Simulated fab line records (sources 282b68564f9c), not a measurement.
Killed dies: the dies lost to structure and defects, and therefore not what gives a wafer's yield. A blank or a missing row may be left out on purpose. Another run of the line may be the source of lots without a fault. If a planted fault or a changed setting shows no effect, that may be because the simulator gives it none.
Chamber matching | flow rit-cmos | RIT_GATE_ETCH_19 on rie-si-01 has 4 sister chambers
The step etches poly-Si in SF6/CHF3/O2, stops on SiO2, time 165 s, target depth 312.5 nm. 14 wafers are shown with their chamber, then 7 later ones without.

WAFERS PAIRED WITH THEIR CHAMBERS
wafer  | chamber | throttle-valve-pct (%) | drypump-motor-current-A (A) | oes-product-au (a.u.)
L738.1 | 0       | 10.17                  | 5.7                         | 0.846
L738.2 | 1       | 10.24                  | 5.8                         | 0.875
L738.6 | 1       | 10.24                  | 5.8                         | 0.863
L740.1 | 0       | 10.16                  | 5.6                         | 0.845
L740.4 | 3       | 10.33                  | 5.5                         | 0.836
L740.5 | 0       | 10.15                  | 5.7                         | 0.851
L742.1 | 2       | 10.05                  | 5.8                         | 0.853
L742.2 | 0       | 10.17                  | 5.7                         | 0.851
L742.6 | 3       | 10.34                  | 5.5                         | 0.818
L746.2 | 2       | 10.07                  | 5.9                         | 0.852
L746.3 | 1       | 10.23                  | 5.8                         | 0.866
L746.4 | 0       | 10.17                  | 5.7                         | 0.854
L748.1 | 1       | 10.25                  | 5.8                         | 0.870
L748.2 | 0       | 10.16                  | 5.7                         | 0.847

SIGNATURES, as means of the wafers listed above
reading                 | chamber 0 | chamber 1 | chamber 2 | chamber 3 | scatter within a chamber
throttle-valve-pct      | 10.1633   | 10.2400   | 10.0600   | 10.3350   | 0.00885
drypump-motor-current-A | 5.683     | 5.800     | 5.850     | 5.500     | 0.0365
oes-product-au          | 0.84900   | 0.86850   | 0.85250   | 0.82700   | 0.00553
Rule: a wafer lies at a distance from a chamber equal to the root of the sum of squares, over the readings, of (its reading less the chamber's mean, divided by the reading's scatter). The wafer belongs to the nearest chamber; if the next one is less than 2 further off, it can't be placed. The scatter: take each reading less its chamber's mean, square it, sum over the shown wafers, divide by the number of wafers less the number of chambers, and take the root.

WAFERS MISSING THEIR CHAMBER
wafer  | throttle-valve-pct (%) | drypump-motor-current-A (A) | oes-product-au (a.u.)
L748.6 | 10.05                  | 5.8                         | 0.855
L756.1 | 10.32                  | 5.5                         | 0.831
L756.4 | 10.33                  | 5.5                         | 0.842
L756.6 | 10.25                  | 5.7                         | 0.867
L758.1 | 10.32                  | 5.5                         | 0.837
L758.3 | 10.25                  | 5.8                         | 0.860
L758.4 | 10.25                  | 5.8                         | 0.859

THE CHAMBER EACH PASSED THROUGH
wafer  | from the rows above | in truth
L748.6 | 2                   | 2
L756.1 | 3                   | 3
L756.4 | 3                   | 3
L756.6 | 1                   | 1
L758.1 | 3                   | 3
L758.3 | 1                   | 1
L758.4 | 1                   | 1
Placed correctly: 7 of 7. Not placeable from these rows: 0. Wrongly placed: 0.
